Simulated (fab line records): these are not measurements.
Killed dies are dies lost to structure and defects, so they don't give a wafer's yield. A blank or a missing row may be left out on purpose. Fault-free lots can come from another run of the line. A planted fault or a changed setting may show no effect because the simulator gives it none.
2 desks, one fault	flow berkeleyCmos170	only its own numbers are on each desk; what lay behind them is given at the end

## FROM THE METROLOGY DESK
What the gauges read, lot by lot, whatever tool the lot ran on: means of the sampled wafers that have a number. Any lot whose mean is over 4 standard deviations away from the usual mean is out of limits and marked OUT; that distance is given in the brackets.
Columns: A = NWELL_TW at UCB170_NWELL_TW_MEAS_16, usual 1255; B = cdNm at UCB170_M2_CD_MEAS_15, usual 700.0 nm; C = V2_TEOS_THK at UCB170_V2_THK_MEAS_01, usual 1997 nm
lot	first seen here	A	B	C
L856	day 3 03:51	1257	702.3	1985
L855	day 3 04:05	1255	700.8	2004
L857	day 3 15:49	1257	700.9	1986
L858	day 3 16:16	1255	699.6	1972
L862	day 3 22:54	1250	699.9	2002
L861	day 3 23:10	1253	698.3	1942
L860	day 3 23:53	1253	700.5	1981
L864	day 4 06:41	1363 (+23) OUT	699.4	1991
L866	day 5 01:26	1368 (+25) OUT	700.9	1989
L869	day 5 17:52	1252	698.7	2001
L870	day 5 19:55	1258	698.8	2000
L874	day 6 23:49	1253	699.0	2006
L877	day 7 03:40	1252	700.9	2027
L876	day 7 03:55	1256	700.3	2022
This desk's result: L864, L866 out of limits, first on L864 (NWELL_TW at UCB170_NWELL_TW_MEAS_16), day 4 06:41. In limits: L856, L855, L857, L858, L862, L861, L860, L869, L870, L874, L877, L876.

## THE TOOL OWNER'S DESK: implanter-04
For each lot that ran on this tool, the mean over its sampled wafers that have a number, from the tool's own readings at UCB170_NWELL_IMPLANT_14. Any lot whose mean is over 4 standard deviations away from the usual mean is out of limits and marked OUT; that distance is given in the brackets.
Columns: A = doseIonsCm2 at UCB170_NWELL_IMPLANT_14, usual 9.998e+12; B = faradayCurrentUA at UCB170_NWELL_IMPLANT_14, usual 31.9
lot	first seen here	A	B
L855	day 3 03:52	1.000e+13	31.9
L857	day 3 15:34	1.000e+13	32.3
L858	day 3 16:02	9.998e+12	31.8
L864	day 4 06:26	1.300e+13 (+99 or more) OUT	42.1 (+17) OUT
L866	day 5 01:11	1.299e+13 (+99 or more) OUT	41.0 (+15) OUT
Finding of this desk: L864, L866 out of limits; the first was L864 at day 4 06:26, on doseIonsCm2 at UCB170_NWELL_IMPLANT_14. In limits: L855, L857, L858.

## TAKEN TOGETHER
The tool owner's desk could have raised an alarm at day 4 06:26, on L864, L866.
At day 4 06:41 the metrology desk could have sounded an alarm, on L864, L866.
UCB170_NWELL_IMPLANT_14 was run on implanter-04 by each of the lots named.

## WHAT WAS PUT IN BY THE SIMULATOR
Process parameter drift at UCB170_NWELL_IMPLANT_14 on implanter-04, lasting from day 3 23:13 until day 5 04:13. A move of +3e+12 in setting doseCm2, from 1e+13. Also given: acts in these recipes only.
Shown lots that were struck: L864, L866.
Counting hours from when the fault started, the first reading out of limits came at 7 for the tool owner's desk and at 7 for the metrology desk.
